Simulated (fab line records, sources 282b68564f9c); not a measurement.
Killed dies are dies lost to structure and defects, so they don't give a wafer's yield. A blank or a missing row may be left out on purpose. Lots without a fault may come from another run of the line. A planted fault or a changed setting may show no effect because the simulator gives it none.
Problem report in the 8D (eight disciplines) form, filled by code | flow rit_cmos | the parts of the form that need people (team, actions taken, sign-off) are left out

1. THE PROBLEM
SILICIDE_TI_RS at RIT_SILICIDE_RS_MEAS_02 reads a mean of 55.3 ohm/sq on 3 wafers of 3 lots; wafers without a fault read 48.5 ohm/sq with a standard deviation of 0.42. That is +16 standard deviations from the usual mean.
The step: measures by four-point-probe.
First seen on wafer L139.3, day 6 11:47, on film_metro-01. The record holds 45 wafers of 15 lots with a number at this step. Rule for "out", or "out of limits": more than 4 standard deviations from the usual mean. The other wafers with a number count as sound.

2. WHAT IT IS AND WHAT IT IS NOT
question                    | is                           | is not
which readings at this step | SILICIDE_TI_RS               | -
which lots                  | L139, L141, L143             | L123, L124, L125, L126, L127, L128, L129, L131, L132, L133, L134, L146
which wafers of those lots  | L139.3, L141.3, L143.6       | L139.1, L139.6, L141.2, L141.5, L143.4, L143.5
read on which gauges        | film_metro-01, film_metro-03 | film_metro-04
when                        | from day 6 11:47             | up to then (35 sound wafers); but 7 sound wafers of L141, L143, L146 came after

3. SUSPECTS, AND WHAT RULES EACH OUT
Counting: a tool at a process step up to the reading stays a suspect if it ran every lot that is out. Sound lots after the first of them don't rule it out here, since some wafers of a struck lot are sound.
- the gauge at RIT_SILICIDE_RS_MEAS_02: ruled out. The wafers that are out were read on 2 gauges (film_metro-01, film_metro-03).
- pvd_sputter-03 at RIT_SILICIDE_SPUTTER_01 (material Ti, target thk 30 nm, time 240 s): kept. It ran every lot that is out, first L139 (day 6 11:38); its last sound lot up to then is L133 (day 5 06:38).
Left after counting: pvd_sputter-03 at RIT_SILICIDE_SPUTTER_01.

4. THE CAUSE (what the simulator had put in)
Process parameter drift: pvd_sputter-03, from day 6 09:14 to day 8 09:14, at RIT_SILICIDE_SPUTTER_01. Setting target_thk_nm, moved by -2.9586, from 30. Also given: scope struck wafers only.
Counting left only this tool.

5. THE CHAIN OF EFFECTS, in route order
Each row: a reading whose mean over the struck wafers that have a number lies more than 3 standard deviations from the usual. Only readings for which the record gives a usual standard deviation are gone through. hours: the time from each lot's start at the first step in this table that gives one to its start at this step, as a median over the lots. sigmas: the change in usual standard deviations.
hours | step                     | reading         | usual       | on struck wafers | change | sigmas
0     | RIT_SILICIDE_RS_MEAS_02  | SILICIDE_TI_RS  | 48.5 ohm/sq | 55.3             | +6.8   | +16
0     | RIT_SILICIDE_THK_MEAS_03 | SILICIDE_TI_THK | 29.50 nm    | 26.54            | -2.96  | -10

6. WHAT WOULD HAVE CAUGHT IT SOONER
In this record the first reading out of limits at a measuring or inspecting step was taken at day 6 11:47, 3 hours after the fault began at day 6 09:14.
Of the tool readings at RIT_SILICIDE_SPUTTER_01 for which the record gives a usual standard deviation, none was out on any struck wafer, so an alarm limit of 4 standard deviations on them would not have fired.
Of the lots that are out (3), L141, L143 began RIT_SILICIDE_SPUTTER_01 on pvd_sputter-03 after day 6 11:47. A hold on the tool at that time would have spared those 2.
